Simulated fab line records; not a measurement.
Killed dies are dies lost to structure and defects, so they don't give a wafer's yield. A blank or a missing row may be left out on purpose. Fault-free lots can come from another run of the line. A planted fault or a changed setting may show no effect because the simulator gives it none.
A struck lot beside a sound one	flow berkeleyCmos170	44 out of 331 route steps
Sound: wafers L866.2, L866.3, L866.6. The struck wafers were L871.3, L871.4, L871.6. The cause is named last.
At each step with rows: each side's tool, then ch and its chambers, then its first start. Under that, the readings that differ: sound wafers	struck wafers	difference of the means	sigmas: that difference in standard deviations of wafers without a fault.
alike: a reading whose means differ by less than 2 such deviations, as well as words and numbers matching on both sides. not compared: withheld readings; readings where some wafer has no value; bounds like >300 that might hide an equal value; numbers whose values overlap and for which the record gives no deviation.
Wherever a step has rows on one side only, a row that says differs or no value, or a row with sigmas, the two part there. Numbers that don't overlap but have no deviation are shown without sigmas and don't part them. Lack of a reading on every wafer of one side parts them only where that side has two or more wafers.

UCB170_GATE_ETCH_15: etches poly-Si in HBr/Cl2, stops on SiO2, time 56.3 s, target depth 278.2 nm.
  sound on rieSi-01 ch 0,2,3, day 6 21:30; struck on rieSi-02 ch 0,1,3, day 8 11:31
  alike: HBr_flow_sccm, biasW, chamberPressureMTorr, drypumpMotorCurrentA, heBacksideLeakSccm, mfcCl2Sccm, oesProductAu, throttleValvePct
  not compared: rfHoursCounterH
UCB170_GATE_STRIP_16: strips in O2.
  sound on plasmaAsher-03 ch 0,1, day 6 21:33; struck on plasmaAsher-02 ch 0,1, day 8 11:35
  alike: chamberPressureMTorr, drypumpMotorCurrentA, oesProductAu
  not compared: rfHoursCounterH
UCB170_GATE_CD_MEAS_90: the cd target is 350 nm.
  sound: cdSem-01 at day 6 21:40; struck: cdSem-02 at day 8 11:41
  alike: cdNm
then, 7 steps without rows for these wafers: UCB170_GATE_CLEAN_17 (cleans in SPM, time 600 s); UCB170_PLDD_HMDS_00 (prime time 60 s); UCB170_PLDD_COAT_01 (resist thk 900 nm); UCB170_PLDD_SOFTBAKE_02 (time 60 s); UCB170_PLDD_EXPOSE_03 (exposes mask PSELECT, target cd 1200 nm); UCB170_PLDD_PEB_04; UCB170_PLDD_DEVELOP_05 (develop time 45 s).
UCB170_PLDD_CD_MEAS_06: the cd target is 1200 nm.
  sound: cdSem-01 at day 6 23:22; struck: cdSem-02 at day 8 12:59
  alike: cdNm
UCB170_PLDD_OVL_MEAS_07:
  sound: overlay-02 at day 6 23:28; struck: overlay-02 at day 8 13:05
  alike: PLDD_OVL
UCB170_PLDD_IMPLANT_08:
  sound on implanter-04 ch 0, day 6 23:31; struck on implanter-04 ch 0, day 8 13:09
reading	sound	struck	difference	sigmas
beamOnS (s)	10.4 9.9 9.9	8.1 8.4 8.1	-1.9	-5
faradayCurrentUA	153 161 161	196 190 196	+36	+7
then, 1 step without rows for these wafers: UCB170_PLDD_IMPLANT_09.
UCB170_PLDD_STRIP_10: strips in O2.
  sound on plasmaAsher-02 ch 0,1, day 6 23:48; struck on plasmaAsher-04 ch 0,1, day 8 13:26
  alike: chamberPressureMTorr, drypumpMotorCurrentA, oesProductAu, stripTimeToEndpointS
  not compared: rfHoursCounterH
UCB170_PLDD_TW_MEAS_11:
  sound: filmMetro-03 at day 6 23:55; struck: filmMetro-02 at day 8 13:31
reading	sound	struck	difference	sigmas
PLDD_TW	1018 1018 1025	965 962 969	-55	-5
then, 7 steps without rows for these wafers: UCB170_PLDD_CLEAN_12 (cleans in SPM, time 600 s); UCB170_NLDD_HMDS_00 (prime time 60 s); UCB170_NLDD_COAT_01 (resist thk 900 nm); UCB170_NLDD_SOFTBAKE_02 (time 60 s); UCB170_NLDD_EXPOSE_03 (exposes mask NSELECT, target cd 1200 nm); UCB170_NLDD_PEB_04; UCB170_NLDD_DEVELOP_05 (develop time 45 s).
UCB170_NLDD_CD_MEAS_06: the cd target is 1200 nm.
  sound: cdSem-02 at day 7 02:28; struck: cdSem-02 at day 8 14:37
  alike: cdNm
UCB170_NLDD_OVL_MEAS_07:
  sound: overlay-01 at day 7 02:34; struck: overlay-01 at day 8 14:43
  alike: NLDD_OVL
then, 3 steps without rows for these wafers: UCB170_NLDD_IMPLANT_08; UCB170_NLDD_IMPLANT_09; UCB170_NLDD_STRIP_10 (strips in O2).
UCB170_NLDD_TW_MEAS_11:
  sound: filmMetro-03 at day 7 03:01; struck: filmMetro-02 at day 8 15:10
reading	sound	struck	difference	sigmas
NLDD_TW	2224 2233 2244	2176 2179 2182	-55	-2
then, 1 step without rows for these wafers: UCB170_NLDD_CLEAN_12 (cleans in SPM, time 600 s).
UCB170_SPACER_CVD_00: deposits SiO2 from TEOS/O2, target thk 376 nm, time 47 s.
  sound on pecvd-01 ch 1,2, day 7 03:16; struck on pecvd-04 ch 0,1,2, day 8 15:22
  alike: heaterPowerW, pressureMtorr, susceptorTempC
UCB170_SPACER_THK_MEAS_01:
  sound: filmMetro-04 at day 7 03:19; struck: filmMetro-04 at day 8 15:26
  alike: SPACER_TEOS_THK
then, 1 step without rows for these wafers: UCB170_SPACER_ANNEAL_02 (time 1800 s).
UCB170_SPACER_ETCHBACK_03: etches SiO2 in CHF3/CF4/Ar, stops on Si, target depth 376 nm, time 100 s.
  sound on rieDiel-03 ch 0,3, day 7 09:37; struck on rieDiel-03 ch 0,1,2, day 8 21:16
  alike: chamberPressureMTorr, drypumpMotorCurrentA, oesProductAu, throttleValvePct
  not compared: rfHoursCounterH
then, 6 steps without rows for these wafers: UCB170_PSD_HMDS_00 (prime time 60 s); UCB170_PSD_COAT_01 (resist thk 900 nm); UCB170_PSD_SOFTBAKE_02 (time 60 s); UCB170_PSD_EXPOSE_03 (exposes mask PSELECT MOD, target cd 1200 nm); UCB170_PSD_PEB_04; UCB170_PSD_DEVELOP_05 (develop time 45 s).
UCB170_PSD_CD_MEAS_06: the cd target is 1200 nm.
  sound: cdSem-01 at day 7 11:05; struck: cdSem-01 at day 8 22:25
reading	sound	struck	difference	sigmas
cdNm (nm)	1197.6 1199.9 1197.6	1201.0 1202.7 1202.6	+3.7	+3
UCB170_PSD_OVL_MEAS_07:
  sound: overlay-02 at day 7 11:11; struck: overlay-01 at day 8 22:31
  alike: PSD_OVL
UCB170_SDANNEAL_RS_MEAS_04: measures by four-point-probe.
  sound: filmMetro-03 at day 7 15:17; struck: filmMetro-04 at day 9 02:10
reading	sound	struck	difference	sigmas
PLDD_RS (ohm/sq)	1031.4 1029.1 1028.3	1122.0 1119.1 1124.3	+92.2	+35
UCB170_M3_PROBE_99:
  sound: prober-01 at day 8 14:29; struck: prober-02 at day 10 00:05
  not compared: model.etest.pldd.lineOhmUm, model.etest.pldd.rsOhmSq, model.etest.pmos_0p35.isubLog10AUm

## WHERE THEY PART
Earliest at UCB170_PLDD_IMPLANT_08; latest, in this record, at UCB170_SDANNEAL_RS_MEAS_04.

WHY: whatever the simulator had introduced
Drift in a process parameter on implanter-04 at UCB170_PLDD_IMPLANT_08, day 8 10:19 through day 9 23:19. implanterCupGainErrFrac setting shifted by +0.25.
